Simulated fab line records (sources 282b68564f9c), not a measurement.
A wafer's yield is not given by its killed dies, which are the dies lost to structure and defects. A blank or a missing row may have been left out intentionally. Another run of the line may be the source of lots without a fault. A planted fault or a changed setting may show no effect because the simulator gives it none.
Struck lot and sound lot, side by side / flow rit-cmos / 19 out of 202 route steps
Sound: wafers L622.2, L622.4, L622.5. Wafers L632.1, L632.2, L632.3 were the ones struck. At the end, the cause is stated.
Each step with rows lists, per side, the tool, then ch with its chambers, then its first start. Under that, the readings that differ: sound wafers / struck wafers / difference of the means / sigmas: that difference in standard deviations of wafers without a fault.
alike: readings whose means differ by less than 2 such deviations, and words and numbers that are the same on both sides. not compared: withheld readings, readings that some wafer has no value for, bounds like >300 that may hide the same value, and numbers for which the record gives no deviation and whose values overlap.
Wherever a step has rows on one side only, a row that says differs or no value, or a row with sigmas, the two part there. Numbers that don't overlap but have no deviation are shown without sigmas and don't part them. A reading that every wafer of one side lacks parts them only if that side has two wafers or more.

first, 1 step without rows for these wafers: RIT_CONTACT_HARDBAKE_10 (time 60 s).
RIT_CONTACT_ETCH_11: etches SiO2 in CHF3/CF4/Ar, stops on TiSi2, target depth 480 nm, time 320 s.
  sound on rie-diel-01 ch 0,1, day 4 02:43; struck on rie-diel-03 ch 0,1,2, day 6 08:11
  alike: chamber-pressure-mTorr, drypump-motor-current-A, mfc-ar-sccm, oes-product-au, throttle-valve-pct
  not compared: rf-hours-counter-h
RIT_CONTACT_STRIP_12: strips in O2, time 180 s.
  sound on plasma-asher-02 ch 0,1, day 4 02:55; struck on plasma-asher-03 ch 0,1, day 6 08:23
  alike: chamber-pressure-mTorr, drypump-motor-current-A
  not compared: rf-hours-counter-h
RIT_CONTACT_CD_MEAS_90: target cd 1000 nm.
  struck on cd-sem-01, day 6 08:33; sound on cd-sem-01, day 4 03:07
  alike: cd-nm
then, 2 steps without rows for these wafers: RIT_CONTACT_CLEAN_13 (cleans in SC1, time 600 s); RIT_CONTACT_CLEAN_14 (cleans in SC2, time 600 s).
RIT_M1_SPUTTER_00: material Al, target thk 400 nm, time 500 s.
  struck on pvd-sputter-04, day 6 09:01; sound on pvd-sputter-01, day 4 03:34
  alike: throttle-valve-pct
RIT_M1_RS_MEAS_01: a four-point-probe measurement.
  struck on film-metro-02, day 6 09:21; sound on film-metro-04, day 4 03:53
  alike: M1_AL_RS
RIT_M1_THK_MEAS_02: measures by xrf.
  struck on film-metro-02, day 6 09:28; sound on film-metro-04, day 4 03:59
  alike: M1_AL_THK
then, 3 steps without rows for these wafers: RIT_M1_HMDS_03 (prime time 60 s); RIT_M1_COAT_04 (resist thk 1300 nm); RIT_M1_SOFTBAKE_05 (time 60 s).
RIT_M1_EXPOSE_06: exposes mask M12, target cd 2600 nm.
  sound on iline-stepper-01 ch 0, day 4 04:38; struck on iline-stepper-02 ch 0, day 6 10:07
reading=model.M1.overlay-x-nm (nm); sound=0.3006 0.3006 0.3006; struck=304.6 304.6 304.6; difference=+304.3; sigmas=
  alike: mask, focus-offset-nm
then, 2 steps without rows for these wafers: RIT_M1_PEB_07; RIT_M1_DEVELOP_08 (develop time 68 s).
RIT_M1_CD_MEAS_09: target cd 2600 nm.
  struck on cd-sem-01, day 6 10:32; sound on cd-sem-02, day 4 05:04
  alike: cd-nm
RIT_M1_OVL_MEAS_10:
  struck on overlay-01, day 6 10:40; sound on overlay-01, day 4 05:10
reading=M1_OVL (nm); sound=1.6 2.0 1.5; struck=304.1 304.9 303.7; difference=+302.5; sigmas=+99 or more
then, 1 step without rows for these wafers: RIT_M1_HARDBAKE_11 (time 120 s).
RIT_M1_PROBE_99:
  struck on prober-02, day 6 13:13; sound on prober-01, day 4 07:56
reading=model.etest.nmos_0p15.junction-log10-a-um; sound=-13.62 -13.5 -13.61; struck=-11 -10.75 -10.95; difference=+3; sigmas=
reading=model.etest.nmos-narrow.off-log10-a-um; sound=-13.24 -13.2 -13.21; struck=-10.99 -10.75 -10.94; difference=+2.32; sigmas=
reading=model.etest.gate-end-array.leak-log10-a-um; sound=-12.88 -12.97 -12.8; struck=-10.79 -10.58 -10.75; difference=+2.18; sigmas=
reading=model.etest.nmos_0p3.off-log10-a-um; sound=-13.08 -13.1 -13.01; struck=-10.99 -10.75 -10.94; difference=+2.17; sigmas=
reading=model.etest.pmos_0p15.junction-log10-a-um; sound=-13.65 -13.84 -13.75; struck=-11.99 -11.75 -11.94; difference=+1.85; sigmas=
reading=model.etest.contact-diode-array.leak-log10-a (angstrom); sound=-9.239 -9.378 -9.807; struck=-7.492 -7.433 -7.737; difference=+1.921; sigmas=
reading=model.etest.pmos_0p3.off-log10-a-um; sound=-12.81 -12.94 -12.86; struck=-11.94 -11.72 -11.88; difference=+1.02; sigmas=
reading=model.etest.pmos-narrow.off-log10-a-um; sound=-12.67 -12.72 -12.73; struck=-11.92 -11.7 -11.87; difference=+0.88; sigmas=
  alike: defect-limited-yield, killed-at-contacts, killed-at-front-end, killed-dies, killed-open, killed-short, sort_bin_3_pad_short, sort_bin_5_function, sort_bin_6_memory, sort-n-pass, sort-yield-pct

WHERE THEY PART
RIT_M1_OVL_MEAS_10 only, going by this record. Later steps at which nothing parts them and some readings are alike: RIT_M1_PROBE_99.

WHY: what the simulator had put in
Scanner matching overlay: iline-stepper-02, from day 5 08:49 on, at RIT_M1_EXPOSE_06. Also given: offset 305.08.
